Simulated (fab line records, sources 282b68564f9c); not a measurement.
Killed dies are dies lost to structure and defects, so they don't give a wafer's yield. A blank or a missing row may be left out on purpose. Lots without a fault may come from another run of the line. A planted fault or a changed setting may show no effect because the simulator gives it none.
Which tool did it? | flow rit_cmos | 13 lots, 39 wafers sampled, at 4 steps of a route of 202

WHAT THE GAUGES READ, wafer by wafer
RIT_M1_CD_MEAS_09: target cd 2600 nm. Usual: cd_nm 2599.8 nm, standard deviation 2.3.
lot  | measured    | on        | cd_nm (nm)           | flag
L929 | day 3 13:12 | cd_sem-02 | 2601.7 2602.9 2599.8 |
L930 | day 3 22:30 | cd_sem-02 | 2600.9 2600.1 2599.6 |
L932 | day 4 09:41 | cd_sem-01 | 2599.2 2601.2 2599.9 |
L934 | day 4 18:53 | cd_sem-01 | 2599.8 2600.3 2598.2 |
L935 | day 4 19:25 | cd_sem-01 | 2599.4 2599.6 2600.5 |
L937 | day 5 13:51 | cd_sem-01 | 2599.7 2600.9 2599.6 |
L939 | day 5 19:35 | cd_sem-01 | 2602.8 2603.2 2604.3 |
L941 | day 6 03:53 | cd_sem-02 | 2598.4 2598.4 2599.7 |
L942 | day 6 15:16 | cd_sem-01 | 2594.2 2594.8 2593.7 |
L944 | day 7 03:41 | cd_sem-01 | 2594.7 2597.8 2597.4 |
L946 | day 7 15:36 | cd_sem-01 | 2603.2 2602.9 2604.1 |
L947 | day 7 17:01 | cd_sem-01 | 2601.1 2598.5 2599.8 |
L952 | day 9 02:35 | cd_sem-01 | 2602.0 2602.8 2601.2 |

WHICH TOOL RAN EACH LOT (tool, then ch and the chambers of the sampled wafers, then the start)
lot  | RIT_NRETRO_STRIP_09                 | RIT_NSD_EXPOSE_03                  | RIT_CONTACT_ETCH_11
L929 | plasma_asher-03 ch 0,1, day 2 10:11 | iline_stepper-02 ch 0, day 3 05:28 | rie_diel-02 ch 0,1,3, day 3 10:58
L930 | plasma_asher-04 ch 0,1, day 2 16:47 | iline_stepper-02 ch 0, day 3 14:50 | rie_diel-03 ch 0,1,3, day 3 20:18
L932 | plasma_asher-04 ch 0,1, day 2 22:51 | iline_stepper-02 ch 0, day 4 02:11 | rie_diel-01 ch 0,1, day 4 07:26
L934 | plasma_asher-04 ch 0,1, day 3 12:05 | iline_stepper-02 ch 0, day 4 11:18 | rie_diel-01 ch 0,3, day 4 16:40
L935 | plasma_asher-03 ch 0,1, day 3 15:58 | iline_stepper-01 ch 0, day 4 11:35 | rie_diel-03 ch 0,1,2, day 4 17:00
L937 | plasma_asher-04 ch 0,1, day 4 06:41 | iline_stepper-02 ch 0, day 5 06:01 | rie_diel-02 ch 0,1, day 5 11:23
L939 | plasma_asher-01 ch 0,1, day 4 13:50 | iline_stepper-01 ch 0, day 5 11:38 | rie_diel-03 ch 2,3, day 5 17:14
L941 | plasma_asher-04 ch 0,1, day 4 19:41 | iline_stepper-01 ch 0, day 5 20:02 | rie_diel-01 ch 0,1, day 6 01:28
L942 | plasma_asher-03 ch 1, day 5 01:04   | iline_stepper-01 ch 0, day 6 07:37 | rie_diel-01 ch 1,3, day 6 12:56
L944 | plasma_asher-04 ch 0, day 5 15:40   | iline_stepper-02 ch 0, day 6 19:55 | rie_diel-03 ch 1,3, day 7 01:26
L946 | plasma_asher-03 ch 1, day 6 03:02   | iline_stepper-02 ch 0, day 7 07:46 | rie_diel-01 ch 1,2, day 7 13:20
L947 | plasma_asher-04 ch 0,1, day 6 05:32 | iline_stepper-01 ch 0, day 7 08:58 | rie_diel-03 ch 0,1, day 7 14:37
L952 | plasma_asher-04 ch 1, day 7 15:36   | iline_stepper-01 ch 0, day 8 18:18 | rie_diel-02 ch 0,3, day 8 23:55
- RIT_NRETRO_STRIP_09: strips in O2, time 180 s.
- RIT_NSD_EXPOSE_03: exposes mask M9, target cd 40700 nm.
- RIT_CONTACT_ETCH_11: etches SiO2 in CHF3/CF4/Ar, stops on TiSi2, target depth 480 nm, time 320 s.

WHAT THE TOOLS THEMSELVES READ (means of the sampled wafers that have a number; where no wafer has one, the mark that the record gives instead)
RIT_NRETRO_STRIP_09. Usual: drypump_motor_current_A 5.7 A, standard deviation 0.52.
lot  | tool            | drypump_motor_current_A (A) | flag
L929 | plasma_asher-03 | 5.7                         |
L930 | plasma_asher-04 | 5.5                         |
L932 | plasma_asher-04 | 5.4                         |
L934 | plasma_asher-04 | 5.8                         |
L935 | plasma_asher-03 | 5.6                         |
L937 | plasma_asher-04 | 5.8                         |
L939 | plasma_asher-01 | 5.5                         |
L941 | plasma_asher-04 | 5.4                         |
L942 | plasma_asher-03 | 5.4                         |
L944 | plasma_asher-04 | 5.1                         |
L946 | plasma_asher-03 | 5.4                         |
L947 | plasma_asher-04 | 5.8                         |
L952 | plasma_asher-04 | 6.2                         |

RIT_CONTACT_ETCH_11. Usual: O2_flow_sccm 4.999 sccm, standard deviation 0.015; drypump_motor_current_A 5.6 A, standard deviation 0.42; oes_product_au 0.991 a.u., standard deviation 0.012; throttle_valve_pct 8.83 %, standard deviation 0.14.
lot  | tool        | O2_flow_sccm (sccm) | drypump_motor_current_A (A) | oes_product_au (a.u.) | throttle_valve_pct (%) | flag
L929 | rie_diel-02 | 5.000               | 5.7                         | 0.994                 | 8.83                   |
L930 | rie_diel-03 | 4.993               | 5.6                         | 0.974                 | 8.79                   |
L932 | rie_diel-01 | 4.995               | 6.1                         | 0.991                 | 9.04                   |
L934 | rie_diel-01 | 5.004               | 6.0                         | 0.998                 | 8.90                   |
L935 | rie_diel-03 | 5.007               | 5.6                         | 0.982                 | 8.87                   |
L937 | rie_diel-02 | 5.009               | 5.6                         | 1.000                 | 8.69                   |
L939 | rie_diel-03 | 5.002               | 5.2                         | 0.993                 | 8.84                   |
L941 | rie_diel-01 | 5.001               | 5.9                         | 0.988                 | 9.03                   |
L942 | rie_diel-01 | 5.001               | 5.8                         | 0.990                 | 8.94                   |
L944 | rie_diel-03 | 5.006               | 5.1                         | 0.988                 | 8.77                   |
L946 | rie_diel-01 | 5.003               | 5.7                         | 0.982                 | 8.90                   |
L947 | rie_diel-03 | 4.999               | 5.5                         | 0.986                 | 8.88                   |
L952 | rie_diel-02 | 4.986               | 5.8                         | 1.001                 | 8.95                   |

THE ANSWER, worked out from the rows above alone
Rule: a lot is off if the mean of its wafers that have a number lies more than 3 standard deviations from the usual mean. A lot without any number at a reading at which 4 lots or more have one is off too. The other lots that the step has rows for count as sound. The gauges are gone through in route order, then the tools' own readings, and for those a lot's mean is taken as printed above. The first step at which some lot is off is used, and at that step the reading that is off furthest; a lot without a number counts as furthest.
No lot is off at any reading shown: from this, nothing can be told.

WHAT THE SIMULATOR HAD PUT IN
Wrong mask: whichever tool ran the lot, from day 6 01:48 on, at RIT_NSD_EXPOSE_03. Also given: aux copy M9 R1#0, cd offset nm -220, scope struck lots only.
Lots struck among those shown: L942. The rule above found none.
